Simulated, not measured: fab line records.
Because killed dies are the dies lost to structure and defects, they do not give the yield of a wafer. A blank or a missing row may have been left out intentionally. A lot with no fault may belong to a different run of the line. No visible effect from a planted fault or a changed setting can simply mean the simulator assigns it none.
A sampling plan put to the test    flow berkeley_cmos170    each of the 25 faults these records tell of, on one fab line, judged from the records of the lots it struck
Plan = the line's own looks (route steps where a gauge or an inspection reads the wafer without altering it). A look is open to judgement when struck wafers have a number at it and the file gives its usual mean and standard deviation on fault-free wafers. Caught: the struck wafers' mean, at a look after the fault's first step, is 4 or more of those standard deviations (sigma) away from the usual mean. On the tool: the test repeated on the tool's own readings taken at the fault's steps. It also counts as caught if the struck wafers ran another recipe or if their record alone is blank.

## THE FAULTS, as the simulator had put them in
1. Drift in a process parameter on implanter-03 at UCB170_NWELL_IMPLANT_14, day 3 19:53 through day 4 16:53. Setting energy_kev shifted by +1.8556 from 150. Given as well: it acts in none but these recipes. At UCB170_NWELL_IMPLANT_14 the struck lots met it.
2. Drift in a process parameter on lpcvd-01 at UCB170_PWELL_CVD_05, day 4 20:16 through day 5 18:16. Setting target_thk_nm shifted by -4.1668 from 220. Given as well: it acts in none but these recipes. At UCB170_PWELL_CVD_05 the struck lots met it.
3. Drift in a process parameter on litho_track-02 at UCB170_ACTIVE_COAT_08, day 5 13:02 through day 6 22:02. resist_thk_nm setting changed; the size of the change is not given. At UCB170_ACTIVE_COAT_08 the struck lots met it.
4. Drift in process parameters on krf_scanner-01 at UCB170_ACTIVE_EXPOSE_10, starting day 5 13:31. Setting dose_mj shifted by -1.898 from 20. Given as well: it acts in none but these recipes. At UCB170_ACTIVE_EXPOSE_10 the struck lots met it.
5. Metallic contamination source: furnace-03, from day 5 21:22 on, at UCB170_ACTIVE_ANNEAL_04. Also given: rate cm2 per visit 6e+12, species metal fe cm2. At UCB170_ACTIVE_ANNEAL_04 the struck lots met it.
6. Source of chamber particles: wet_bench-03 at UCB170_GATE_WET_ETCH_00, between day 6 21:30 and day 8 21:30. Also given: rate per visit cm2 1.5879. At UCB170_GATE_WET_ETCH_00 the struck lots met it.
7. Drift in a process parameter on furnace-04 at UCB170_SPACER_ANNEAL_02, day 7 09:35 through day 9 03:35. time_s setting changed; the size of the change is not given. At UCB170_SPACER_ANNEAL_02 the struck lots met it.
8. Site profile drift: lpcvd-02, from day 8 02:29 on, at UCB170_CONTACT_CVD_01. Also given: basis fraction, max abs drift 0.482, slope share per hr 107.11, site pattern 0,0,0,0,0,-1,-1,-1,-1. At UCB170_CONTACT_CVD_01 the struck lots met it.
9. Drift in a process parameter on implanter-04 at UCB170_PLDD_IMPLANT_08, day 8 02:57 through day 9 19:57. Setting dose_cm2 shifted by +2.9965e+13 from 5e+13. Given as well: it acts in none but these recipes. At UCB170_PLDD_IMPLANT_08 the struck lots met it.
10. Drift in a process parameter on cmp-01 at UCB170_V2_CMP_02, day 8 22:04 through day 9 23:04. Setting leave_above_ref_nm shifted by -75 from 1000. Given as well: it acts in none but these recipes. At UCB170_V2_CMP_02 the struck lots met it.
11. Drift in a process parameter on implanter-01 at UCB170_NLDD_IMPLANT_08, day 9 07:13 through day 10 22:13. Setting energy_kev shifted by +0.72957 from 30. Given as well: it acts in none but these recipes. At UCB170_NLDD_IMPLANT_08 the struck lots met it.
12. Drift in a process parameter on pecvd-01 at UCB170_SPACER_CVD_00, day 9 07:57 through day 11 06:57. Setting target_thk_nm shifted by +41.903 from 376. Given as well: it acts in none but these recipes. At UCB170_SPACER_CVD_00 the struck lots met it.
13. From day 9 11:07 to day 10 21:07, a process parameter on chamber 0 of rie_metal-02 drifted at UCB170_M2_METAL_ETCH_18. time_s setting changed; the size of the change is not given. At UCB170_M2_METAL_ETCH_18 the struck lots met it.
14. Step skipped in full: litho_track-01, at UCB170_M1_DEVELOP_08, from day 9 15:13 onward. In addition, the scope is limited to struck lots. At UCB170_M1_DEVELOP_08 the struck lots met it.
15. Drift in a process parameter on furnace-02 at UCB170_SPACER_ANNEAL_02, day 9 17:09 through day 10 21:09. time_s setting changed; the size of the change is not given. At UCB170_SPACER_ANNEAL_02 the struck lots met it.
16. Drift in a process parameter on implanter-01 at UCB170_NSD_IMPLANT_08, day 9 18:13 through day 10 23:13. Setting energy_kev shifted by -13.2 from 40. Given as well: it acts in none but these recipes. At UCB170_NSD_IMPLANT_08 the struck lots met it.
17. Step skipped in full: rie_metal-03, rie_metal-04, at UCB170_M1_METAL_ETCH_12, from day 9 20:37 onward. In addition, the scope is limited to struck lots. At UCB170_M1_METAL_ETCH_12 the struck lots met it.
18. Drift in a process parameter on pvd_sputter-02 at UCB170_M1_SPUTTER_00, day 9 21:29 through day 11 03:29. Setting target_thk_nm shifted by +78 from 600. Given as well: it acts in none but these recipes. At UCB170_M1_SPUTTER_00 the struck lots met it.
19. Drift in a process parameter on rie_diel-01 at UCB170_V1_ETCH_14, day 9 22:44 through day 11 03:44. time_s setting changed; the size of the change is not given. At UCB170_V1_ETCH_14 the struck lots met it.
20. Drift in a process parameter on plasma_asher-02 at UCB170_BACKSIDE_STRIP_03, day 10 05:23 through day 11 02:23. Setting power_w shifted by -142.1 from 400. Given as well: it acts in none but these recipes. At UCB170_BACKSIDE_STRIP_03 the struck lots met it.
21. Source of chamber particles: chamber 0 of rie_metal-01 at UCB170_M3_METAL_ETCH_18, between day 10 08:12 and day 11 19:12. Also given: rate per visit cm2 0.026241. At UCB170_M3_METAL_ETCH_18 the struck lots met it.
22. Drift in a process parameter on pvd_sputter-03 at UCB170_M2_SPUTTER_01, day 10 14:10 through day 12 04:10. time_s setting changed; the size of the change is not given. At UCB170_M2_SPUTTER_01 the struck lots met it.
23. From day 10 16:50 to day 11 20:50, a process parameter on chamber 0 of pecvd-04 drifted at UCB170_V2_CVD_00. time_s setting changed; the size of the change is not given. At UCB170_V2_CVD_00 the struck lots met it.
24. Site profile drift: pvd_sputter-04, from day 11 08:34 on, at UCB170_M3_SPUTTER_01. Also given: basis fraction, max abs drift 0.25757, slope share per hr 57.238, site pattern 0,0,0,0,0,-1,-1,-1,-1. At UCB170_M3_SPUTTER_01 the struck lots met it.
25. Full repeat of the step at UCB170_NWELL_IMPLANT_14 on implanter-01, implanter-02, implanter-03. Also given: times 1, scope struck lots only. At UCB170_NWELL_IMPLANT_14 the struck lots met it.

## WHAT THE PLAN SAW
fault  on the tool itself                                first look that catches it                       reading, sigma                                                  median hours from its first step to that look  hours from the fault's start to the first struck lot there  judged looks passed uncaught
1      beam_energy_keV +39 sigma                         no look after it can be judged                   -                                                               -                                              -                                                           0
2      under 2 sigma                                     none of the 2 looks that can be judged after it  strongest: PWELL_NITRIDE_THK at UCB170_PWELL_THK_MEAS_06, -2.4  -                                              -                                                           2
3      no reading that can be judged                     UCB170_ACTIVE_CD_MEAS_13                         cd_nm -19                                                       0.9                                            4                                                           0
4      exposure_dose_mJ_cm2 -63 sigma                    UCB170_ACTIVE_CD_MEAS_13                         cd_nm +8.9                                                      0.5                                            4                                                           0
5      under 2 sigma                                     none of the 7 looks that can be judged after it  -                                                               -                                              -                                                           7
6      no reading that can be judged                     not the one look that can be judged after it     -                                                               -                                              -                                                           1
7      no reading that can be judged                     not the one look that can be judged after it     strongest: PLDD_RS at UCB170_SDANNEAL_RS_MEAS_04, +3.8          -                                              -                                                           1
8      no reading that can be judged                     UCB170_CONTACT_THK_MEAS_02                       CONTACT_PSG_THK -22                                             1.8                                            6                                                           0
9      dose_ions_cm2 +99 or beyond sigma                 UCB170_PLDD_TW_MEAS_11                           PLDD_TW +14                                                     0.4                                            12                                                          0
10     under 2 sigma                                     UCB170_V2_THK_MEAS_04                            V2_POLISHED_THK -68                                             0.4                                            5                                                           0
11     beam_energy_keV +82 sigma                         no look after it can be judged                   -                                                               -                                              -                                                           0
12     under 2 sigma                                     UCB170_SPACER_THK_MEAS_01                        SPACER_TEOS_THK +9.5                                            0.1                                            11                                                          0
13     run_length_s +97 sigma                            not the one look that can be judged after it     -                                                               -                                              -                                                           1
14     no reading that can be judged                     no look after it can be judged                   -                                                               -                                              -                                                           0
15     under 2 sigma                                     UCB170_SDANNEAL_RS_MEAS_04                       PLDD_RS +21                                                     7.7                                            23                                                          0
16     beam_energy_keV -99 or beyond sigma               UCB170_NSD_TW_MEAS_10                            NSD_TW -18                                                      0.2                                            10                                                          0
17     the tool's record is blank for the struck wafers  no look after it can be judged                   -                                                               -                                              -                                                           0
18     under 2 sigma                                     UCB170_M1_RS_MEAS_01                             M1_AL_RS -14                                                    0.1                                            14                                                          0
19     run_length_s -99 or beyond sigma                  not the one look that can be judged after it     -                                                               -                                              -                                                           1
20     strip_time_to_endpoint_s +99 or beyond sigma      no look after it can be judged                   -                                                               -                                              -                                                           0
21     under 2 sigma                                     none of the 2 looks that can be judged after it  -                                                               -                                              -                                                           2
22     under 2 sigma                                     UCB170_M2_RS_MEAS_02                             M2_AL_RS -17                                                    0.1                                            9                                                           0
23     run_length_s +49 sigma                            UCB170_V2_THK_MEAS_01                            V2_TEOS_THK +8.8                                                0.1                                            9                                                           0
24     under 2 sigma                                     UCB170_M3_RS_MEAS_02                             M3_AL_RS +16                                                    0.1                                            3                                                           0
25     no reading that can be judged                     UCB170_NWELL_TW_MEAS_16                          NWELL_TW +31                                                    0.5                                            -                                                           0
A dash: the fault is not caught, or the number is missing from these records.

Caught at a look: 13 of 25. Caught on the tool: 10 of 25. By one or the other: 19 of 25.
On the tool alone, faults 1, 11, 13, 17, 19, 20 were caught.
Caught at a look alone: faults 3, 8, 10, 12, 15, 18, 22, 24, 25.
Caught by neither: faults 2, 5, 6, 7, 14, 21.

## THINNER SAMPLING
Were the look that catches a fault to measure just every second or every third lot (counted by lot number), the first struck lot would, at worst, be measured this late:
fault  struck lots at that look, in order of time  every lot  every second lot  every third lot
3      L607, L611                                  4 h        may miss all 2    may miss all 2
4      L865, L864, L867, L869                      4 h        4 h               31 h
8      L355, L353, L357                            6 h        may miss all 3    27 h
9      L555, L557                                  12 h       may miss all 2    may miss all 2
10     L632, L633, L636                            5 h        5 h               may miss all 3
12     L317, L320                                  11 h       22 h              may miss all 2
15     L282, L281                                  23 h       23 h              may miss all 2
16     L888, L889                                  10 h       10 h              may miss all 2
18     L587, L588                                  14 h       26 h              may miss all 2
22     L982, L984                                  9 h        may miss all 2    may miss all 2
23     L146, L148                                  9 h        may miss all 2    may miss all 2
24     L718, L721                                  3 h        20 h              may miss all 2
Hours count from the start of the fault until the first struck lot that is measured. Since the struck wafers were tested as one group against 4 sigma, a single lot by itself may lie under the limit. Other struck lots may not be in these records.

## THE LONGEST TIMED WAY FROM STEP TO LOOK
Fault 15: the median time between UCB170_SPACER_ANNEAL_02 and UCB170_SDANNEAL_RS_MEAS_04 is 7.7 hours. No look between them can be judged.
